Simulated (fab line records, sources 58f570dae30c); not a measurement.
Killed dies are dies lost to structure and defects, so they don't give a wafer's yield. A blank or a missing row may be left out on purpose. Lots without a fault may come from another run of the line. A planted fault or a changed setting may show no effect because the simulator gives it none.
A struck lot beside a sound one | flow berkeley_cmos170 | 25 steps out of a route of 331
Sound: wafers L521.1, L521.3, L521.4. Struck: wafers L532.1, L532.5, L532.6. The cause comes at the end.
At each step with rows: each side's tool, then ch and its chambers, then its first start. Under that, the readings that differ: sound wafers | struck wafers | difference of the means | sigmas: that difference in standard deviations of wafers without a fault.
alike: readings whose means differ by less than 2 such deviations, and words and numbers that are the same on both sides. not compared: withheld readings, readings that some wafer has no value for, bounds like >300 that may hide the same value, and numbers for which the record gives no deviation and whose values overlap.
The two part at a step that has a row with sigmas, a row that says differs or no value, or rows on one side only. Numbers that don't overlap but have no deviation are shown without sigmas and don't part them. A reading that every wafer of one side lacks parts them only if that side has two wafers or more.

first, 2 steps without rows for these wafers: UCB170_ACTIVE_ANNEAL_04 (time 900 s); UCB170_ACTIVE_CVD_05 (deposits Si3N4 from SiH2Cl2/NH3, target thk 220 nm, time 3300 s).
UCB170_ACTIVE_THK_MEAS_06:
  sound on film_metro-01, day 5 13:56; struck on film_metro-03, day 7 10:55
  alike: ACTIVE_NITRIDE_THK
then, 6 steps without rows for these wafers: UCB170_ACTIVE_HMDS_07 (prime time 60 s); UCB170_ACTIVE_COAT_08 (resist thk 900 nm); UCB170_ACTIVE_SOFTBAKE_09 (time 60 s); UCB170_ACTIVE_EXPOSE_10 (exposes mask ACTIVE, target cd 1200 nm); UCB170_ACTIVE_PEB_11; UCB170_ACTIVE_DEVELOP_12 (develop time 45 s).
UCB170_ACTIVE_CD_MEAS_13: target cd 1200 nm.
  sound on cd_sem-02, day 5 16:10; struck on cd_sem-01, day 7 11:49
  alike: cd_nm
UCB170_ACTIVE_OVL_MEAS_14:
  sound on overlay-01, day 5 16:17; struck on overlay-01, day 7 11:56
  alike: ACTIVE_OVL
UCB170_ACTIVE_ETCH_15: etches Si3N4 in CH3F/Ar/O2, stops on SiO2, target depth 242 nm, time 151 s.
  sound on rie_diel-02 ch 0,1,2, day 5 16:19; struck on rie_diel-02 ch 1,2, day 7 11:59
  alike: drypump_motor_current_A, oes_product_au, throttle_valve_pct
  not compared: rf_hours_counter_h
UCB170_ACTIVE_STRIP_16: strips in O2.
  sound on plasma_asher-02 ch 0,1, day 5 16:25; struck on plasma_asher-02 ch 0,1, day 7 12:05
  no value came back on the struck wafers for chamber_pressure_mTorr (mTorr), drypump_motor_current_A (A), oes_product_au (a.u.), strip_time_to_endpoint_s (s); on the sound wafers chamber_pressure_mTorr (mTorr) reads 3500 3495 3504
  reading                                 | sound | struck          | difference | sigmas
  model.KrF_of_ACTIVE_COAT_08.thk_nm (nm) | 0 0 0 | 728.8 728.7 722 | +726.5     |
  not compared: rf_hours_counter_h
UCB170_ACTIVE_CD_MEAS_90: target cd 1200 nm.
  sound on cd_sem-02, day 5 16:32; struck on cd_sem-02, day 7 12:13
  alike: cd_nm
then, 7 steps without rows for these wafers: UCB170_ACTIVE_CLEAN_17 (cleans in SPM, time 600 s); UCB170_PFIELD_HMDS_00 (prime time 60 s); UCB170_PFIELD_COAT_01 (resist thk 900 nm); UCB170_PFIELD_SOFTBAKE_02 (time 60 s); UCB170_PFIELD_EXPOSE_03 (exposes mask PFIELD, target cd 1500 nm); UCB170_PFIELD_PEB_04; UCB170_PFIELD_DEVELOP_05 (develop time 45 s).
UCB170_PFIELD_OVL_MEAS_06:
  sound on overlay-01, day 5 19:09; struck on overlay-01, day 7 14:14
  alike: PFIELD_OVL
then, 1 step without rows for these wafers: UCB170_PFIELD_IMPLANT_07.
UCB170_PFIELD_STRIP_08: strips in O2.
  sound on plasma_asher-03 ch 0,1, day 5 19:20; struck on plasma_asher-02 ch 0,1, day 7 14:26
  reading                      | sound             | struck            | difference | sigmas
  strip_time_to_endpoint_s (s) | 21.67 21.65 21.58 | 43.14 43.11 42.98 | +21.44     | +99 or more
  alike: chamber_pressure_mTorr, drypump_motor_current_A, oes_product_au
  not compared: rf_hours_counter_h
UCB170_PFIELD_TW_MEAS_09:
  sound on film_metro-01, day 5 19:26; struck on film_metro-02, day 7 14:45
  reading   | sound       | struck   | difference | sigmas
  PFIELD_TW | 598 597 596 | 30 30 30 | -567       | -99 or more
  not compared: hold

WHERE THEY PART
First at UCB170_ACTIVE_STRIP_16; last, within this record, at UCB170_PFIELD_TW_MEAS_09.

WHY: what the simulator had put in
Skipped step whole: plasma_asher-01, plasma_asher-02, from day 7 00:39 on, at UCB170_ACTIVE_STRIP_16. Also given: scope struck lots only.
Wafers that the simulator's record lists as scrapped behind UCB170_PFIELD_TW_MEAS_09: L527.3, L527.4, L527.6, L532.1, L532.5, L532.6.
